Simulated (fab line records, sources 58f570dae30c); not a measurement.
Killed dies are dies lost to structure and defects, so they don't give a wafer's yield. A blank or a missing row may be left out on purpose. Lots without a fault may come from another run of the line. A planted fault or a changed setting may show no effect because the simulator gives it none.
Chamber matching | flow berkeley_cmos170 | UCB170_V2_CMP_02 on cmp-01: 4 sister chambers
The step polishes SiO2. 16 wafers are shown with their chamber, then 8 later ones without.

WAFERS WITH THEIR CHAMBER
wafer  | chamber | motor_current_A (A)
L691.1 | 2       | 18.1
L691.2 | 1       | 15.9
L691.4 | 3       | 15.0
L694.1 | 0       | 13.3
L694.3 | 2       | 18.0
L694.6 | 2       | 18.2
L696.3 | 0       | 14.5
L696.5 | 1       | 14.9
L696.6 | 2       | 18.2
L699.1 | 1       | 15.7
L699.3 | 0       | 14.2
L699.4 | 2       | 19.1
L702.4 | 0       | 14.5
L702.5 | 0       | 13.4
L702.6 | 1       | 16.2
L703.1 | 0       | 13.9

SIGNATURES (means of the wafers above)
reading         | chamber 0 | chamber 1 | chamber 2 | chamber 3 | scatter within a chamber
motor_current_A | 13.967    | 15.675    | 18.320    | 15.000    | 0.509
Rule: a wafer's distance from a chamber is the root of the sum, over the readings, of the square of ((its reading less the chamber's mean) divided by the reading's scatter). The wafer belongs to the nearest chamber; if the next one is less than 2 further off, it can't be placed. The scatter: the root of (the sum of the squares of (reading less its chamber's mean) over the shown wafers, divided by (wafers less chambers)).

WAFERS WITHOUT THEIR CHAMBER
wafer  | motor_current_A (A)
L703.4 | 17.6
L703.6 | 14.0
L708.4 | 19.4
L708.5 | 14.5
L708.6 | 15.8
L710.3 | 15.7
L710.5 | 13.8
L710.6 | 15.7

WHICH CHAMBER EACH WENT THROUGH
wafer  | from the rows above          | in truth
L703.4 | 2                            | 2
L703.6 | can't be placed: 0 or 3      | 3
L708.4 | 2                            | 2
L708.5 | can't be placed: 3 or 0 or 1 | 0
L708.6 | can't be placed: 1 or 3      | 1
L710.3 | can't be placed: 1 or 3      | 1
L710.5 | 0                            | 0
L710.6 | can't be placed: 1 or 3      | 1
Placed correctly: 3 of 8. Can't be placed from these rows: 5 (the true chamber is among the candidates in 5). Placed wrongly: 0.
